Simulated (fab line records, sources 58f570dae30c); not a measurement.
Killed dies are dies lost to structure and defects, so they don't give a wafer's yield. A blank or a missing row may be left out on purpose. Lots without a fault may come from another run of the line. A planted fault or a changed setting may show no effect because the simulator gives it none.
Problem report in the 8D (eight disciplines) form, filled by code | flow berkeley_cmos170 | the parts of the form that need people (team, actions taken, sign-off) are left out

1. THE PROBLEM
oes_product_au at UCB170_M3_ETCH_17 reads a mean of 0.698 a.u. on 6 wafers of 2 lots; wafers without a fault read 1.002 a.u. with a standard deviation of 0.019. That is -16 standard deviations from the usual mean.
The step: etches BARC in N2/H2.
First seen on wafer L243.1, day 11 07:55, on rie_diel-03. The record holds 42 wafers of 14 lots with a number at this step. Rule for "out", or "out of limits": more than 4 standard deviations from the usual mean. The other wafers with a number count as sound.

2. WHAT IT IS AND WHAT IT IS NOT
question                    | is                     | is not
which readings at this step | oes_product_au         | bias_w, drypump_motor_current_A
which lots                  | L243, L246             | L228, L229, L230, L231, L233, L234, L235, L236, L238, L239, L249, L250
which wafers of those lots  | all that have a number | -
read on which tools         | rie_diel-03            | rie_diel-01, rie_diel-04
when                        | from day 11 07:55      | up to then (30 sound wafers); but 6 sound wafers of L249, L250 came after

3. SUSPECTS, AND WHAT RULES EACH OUT
Counting: a tool at a process step up to the reading stays a suspect if it ran every lot that is out and no sound lot after the first of them.
- rie_diel-03 at UCB170_M3_ETCH_17 (etches BARC in N2/H2): kept. It ran every lot that is out, first L243 (day 11 07:55), and no sound lot after that; its last sound lot up to then is L239 (day 10 17:42). Its own readings are out on those wafers: oes_product_au.
Left after counting: rie_diel-03 at UCB170_M3_ETCH_17.

4. THE CAUSE (what the simulator had put in)
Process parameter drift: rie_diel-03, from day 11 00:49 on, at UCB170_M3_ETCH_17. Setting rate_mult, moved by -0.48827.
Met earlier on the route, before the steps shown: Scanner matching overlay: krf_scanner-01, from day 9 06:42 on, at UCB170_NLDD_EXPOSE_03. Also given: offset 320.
Counting left only this tool.

5. THE CHAIN OF EFFECTS, in route order
Each row: a reading whose mean over the struck wafers that have a number lies more than 3 standard deviations from the usual. Only readings for which the record gives a usual standard deviation are gone through. hours: the time from each lot's start at the first step in this table that gives one to its start at this step, as a median over the lots. sigmas: the change in usual standard deviations.
hours | step              | reading        | usual      | on struck wafers | change | sigmas
0     | UCB170_M3_ETCH_17 | oes_product_au | 1.002 a.u. | 0.698            | -0.304 | -16
The process steps in it:
- UCB170_M3_ETCH_17: etches BARC in N2/H2.

6. WHAT WOULD HAVE CAUGHT IT SOONER
In this record the first reading out of limits was taken at day 11 07:55, 7 hours after the fault began at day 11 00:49.
